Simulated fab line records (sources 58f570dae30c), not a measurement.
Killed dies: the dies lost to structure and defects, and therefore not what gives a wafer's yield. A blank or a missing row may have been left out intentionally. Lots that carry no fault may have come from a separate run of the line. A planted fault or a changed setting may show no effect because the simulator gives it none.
fab line records | flow berkeley_cmos170
[record] lots = 14 wafers = 42 last_day = 13
route steps=331 shown M1@238
lots that met no fault: from a run of the same line without faults
start_h: the number of hours between the record's first day and the start of the first shown wafer of the lot | wait_h: hours from the lot's prior step to this one | " same as the row above | L1.1+2: a row that stands for several wafers | - no value present, or no start provided | * or withheld: withheld | < > ~ a bound
route shown NAME@n: names a module that has steps shown in the file, with the first one's number in the route | usual: mean and standard deviation over wafers with no fault | same: alike in all rows | chamber/n: place in a boat | sites: per-site readings | _std_site: the values' standard deviation | _edge_site: the outer-site mean with the inner-site mean subtracted | radius_mm: for every site, how far away it sits from the centre of the wafer | mask NAME#n: copy n | behind: the most recent tool/chamber to have shaped the wafer | hold: why the lot was held/for how many hours/how that ended | device: which transistor (n, p or np) failed to switch | end of line: tests run on the same wafers once the route is complete | step lacking rows: just its recipe | killed: dies lost to structure and defects at the first sort, not the wafer's yield | map: a wafer's dies, marking killed ones x, the rest . and places with no die _
set.NAME: the setting that was run; set.NAME@STEP: the one run at that earlier step | model.NAME: the simulator's own value behind a step, which no gauge read
route steps across a sampled set of lots; one table per step, one row per wafer
services: when a tool's chamber went out of use (start_h, in hours from the record's first day, below 0 if earlier), for how many hours, and the reason
[[steps]]
[step UCB170_M1_SPUTTER_00]
[recipe] material = Al target_thk_nm = 600 time_s = 80 power_w = 6000 chamber_pressure_pa = 0.5
[usual] cathode_dc_power_W = 6000.1/1.1 chamber_pressure_pa = 0.4999/0.001 throttle_valve_pct = 29.7/0.82
// columns lot.wafer tool chamber start_h wait_h cathode_dc_power_W chamber_pressure_pa throttle_valve_pct
L729.1 pvd_sputter-04 - 166.28 0.0 5999.4 0.4989 28.3
L729.2 " - " " 5999.6 0.4987 29.8
L729.6 " - " " 5999.5 0.4992 28.1
L731.4 pvd_sputter-02 - 181.45 0.0 6001.1 0.4995 30.5
L731.5 " - " " 6001.1 0.5000 30.6
L731.6 " - " " 6000.8 0.5001 31.3
L733.1 pvd_sputter-02 - 193.52 0.0 5999.9 0.5013 30.1
L733.2 " - " " 5999.8 0.4984 29.3
L733.6 " - " " 6000.1 0.5002 31.5
L734.2 pvd_sputter-04 - 194.39 0.0 6000.2 0.4991 29.4
L734.4 " - " " 6001.3 0.4987 29.8
L734.5 " - " " 6000.2 0.4987 29.5
L736.3 pvd_sputter-04 - 205.12 0.0 6000.2 0.5022 30.0
L736.4 " - " " 6000.1 0.5020 29.3
L736.6 " - " " 5997.9 0.4999 30.0
L740.2 pvd_sputter-04 - 218.94 0.0 6000.0 0.5784 27.5
L740.3 " - " " 5999.9 0.5794 27.7
L740.5 " - " " 5999.5 0.5780 28.1
L738.3 pvd_sputter-04 - 221.41 0.0 6000.9 0.5794 28.1
L738.4 " - " " 5998.7 0.5772 26.4
L738.5 " - " " 5997.4 0.5775 27.3
L744.2 pvd_sputter-02 - 252.47 0.0 6001.5 0.4982 29.8
L744.3 " - " " 6000.3 0.4988 31.3
L744.6 " - " " 5999.9 0.4991 31.4
L746.1 pvd_sputter-02 - 265.37 0.0 6001.2 0.5002 30.2
L746.2 " - " " 6001.3 0.5003 29.8
L746.5 " - " " 6000.2 0.5014 30.6
L747.1 pvd_sputter-03 - 266.51 0.0 6000.7 0.5017 29.5
L747.2 " - " " 6001.6 0.5012 28.9
L747.6 " - " " 6000.2 0.4995 28.8
L748.1 pvd_sputter-02 - 275.23 0.0 6000.7 0.4992 30.6
L748.4 " - " " 6000.2 0.5011 30.0
L748.5 " - " " 5999.7 0.5008 31.7
L752.3 pvd_sputter-02 - 300.58 0.0 6001.2 0.4983 30.4
L752.4 " - " " 5999.8 0.5004 31.4
L752.6 " - " " 6000.8 0.4989 29.6
L750.1 pvd_sputter-04 - 300.76 0.0 6000.7 0.4998 29.8
L750.3 " - " " 6002.0 0.5001 29.9
L750.5 " - " " 6000.1 0.4999 28.4
L751.2 pvd_sputter-03 - 301.76 0.0 5998.1 0.5014 29.4
L751.3 " - " " 6001.4 0.4989 28.8
L751.4 " - " " 5997.4 0.5001 29.5
[step UCB170_M1_RS_MEAS_01]
[recipe] thk_meas_gauge = four-point-probe reads = Al_of_M1_SPUTTER_00
[usual] M1_AL_RS = 0.0487/0.00054
// columns lot.wafer tool chamber start_h wait_h M1_AL_RS[ohm/sq]
L729.1 film_metro-03 - 166.34 0.0 0.0485
L729.2 " - " " 0.0490
L729.6 " - " " 0.0481
L731.4 film_metro-02 - 181.57 0.1 0.0483
L731.5 " - " " 0.0486
L731.6 " - " " 0.0487
L733.1 film_metro-02 - 193.58 0.0 0.0489
L733.2 " - " " 0.0479
L733.6 " - " " 0.0490
L734.2 film_metro-03 - 194.47 0.1 0.0487
L734.4 " - " " 0.0489
L734.5 " - " " 0.0487
L736.3 film_metro-02 - 205.22 0.1 0.0481
L736.4 " - " " 0.0481
L736.6 " - " " 0.0485
L740.2 film_metro-01 - 219.02 0.1 0.0503
L740.3 " - " " 0.0504
L740.5 " - " " 0.0507
L738.3 film_metro-02 - 221.51 0.1 0.0508
L738.4 " - " " 0.0495
L738.5 " - " " 0.0500
L744.2 film_metro-03 - 252.55 0.1 0.0480
L744.3 " - " " 0.0480
L744.6 " - " " 0.0488
L746.1 film_metro-03 - 265.43 0.0 0.0488
L746.2 " - " " 0.0479
L746.5 " - " " 0.0481
L747.1 film_metro-03 - 266.57 0.0 0.0490
L747.2 " - " " 0.0483
L747.6 " - " " 0.0496
L748.1 film_metro-03 - 275.29 0.0 0.0489
L748.4 " - " " 0.0491
L748.5 " - " " 0.0487
L752.3 film_metro-01 - 300.68 0.1 0.0488
L752.4 " - " " 0.0492
L752.6 " - " " 0.0487
L750.1 film_metro-02 - 300.82 0.0 0.0495
L750.3 " - " " 0.0492
L750.5 " - " " 0.0488
L751.2 film_metro-03 - 301.84 0.1 0.0490
L751.3 " - " " 0.0489
L751.4 " - " " 0.0483
[step UCB170_M1_THK_MEAS_02]
[recipe] thk_meas_gauge = xrf reads = Al_of_M1_SPUTTER_00
[usual] M1_AL_THK = 589/6.4
// columns lot.wafer tool chamber start_h wait_h M1_AL_THK[nm]
L729.1 film_metro-03 - 166.46 0.1 593
L729.2 " - " " 588
L729.6 " - " " 597
L731.4 film_metro-02 - 181.66 0.1 591
L731.5 " - " " 587
L731.6 " - " " 588
L733.1 film_metro-02 - 193.70 0.1 584
L733.2 " - " " 595
L733.6 " - " " 581
L734.2 film_metro-03 - 194.58 0.1 590
L734.4 " - " " 588
L734.5 " - " " 588
L736.3 film_metro-02 - 205.32 0.1 590
L736.4 " - " " 592
L736.6 " - " " 586
L740.2 film_metro-01 - 219.13 0.1 573
L740.3 " - " " 575
L740.5 " - " " 567
L738.3 film_metro-02 - 221.61 0.1 560
L738.4 " - " " 579
L738.5 " - " " 567
L744.2 film_metro-03 - 252.66 0.1 599
L744.3 " - " " 597
L744.6 " - " " 590
L746.1 film_metro-03 - 265.55 0.1 589
L746.2 " - " " 599
L746.5 " - " " 597
L747.1 film_metro-03 - 266.69 0.1 587
L747.2 " - " " 593
L747.6 " - " " 578
L748.1 film_metro-03 - 275.41 0.1 591
L748.4 " - " " 587
L748.5 " - " " 593
L752.3 film_metro-01 - 300.78 0.1 591
L752.4 " - " " 586
L752.6 " - " " 592
L750.1 film_metro-02 - 300.94 0.1 580
L750.3 " - " " 583
L750.5 " - " " 585
L751.2 film_metro-03 - 301.95 0.1 590
L751.3 " - " " 589
L751.4 " - " " 598
[[services]]
// columns tool chamber start_h hours kind
pvd_sputter-04 - 154.28 3.6 repair
pvd_sputter-02 - 160.47 4.9 repair
pvd_sputter-03 - 238.28 3.5 repair
pvd_sputter-03 - 300.23 1.0 repair
[[key]]
[first_sign] step = UCB170_M1_SPUTTER_00 reading = chamber_pressure_pa direction = up sigmas = 78 usual = 0.4999 struck = 0.5783
[effect] step = UCB170_M1_SPUTTER_00 reading = throttle_valve_pct direction = down sigmas = 2.7 usual = 29.7 struck = 27.5
[effect] step = UCB170_M1_RS_MEAS_01 reading = M1_AL_RS direction = up sigmas = 2.8 usual = 0.0487 struck = 0.0503
[effect] step = UCB170_M1_THK_MEAS_02 reading = M1_AL_THK direction = down sigmas = 2.9 usual = 589 struck = 570
met_at UCB170_M1_SPUTTER_00
struck_lots L738,L740
sort_left_out L738.3,L738.4,L738.5
onset_between 205.12 218.94
[fault] kind = process_parameter_drift tool = pvd_sputter-04 chamber = - onset_h = 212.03 steps = UCB170_M1_SPUTTER_00 channel = chamber_pressure_pa offset = 0.077763 shape = step end_h = 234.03 acts_in = these_recipes_only stated = 0.5
// sort_left_out: the simulated sort isn't trusted on such a fault, so these wafers' sort isn't shown, and their yield isn't known
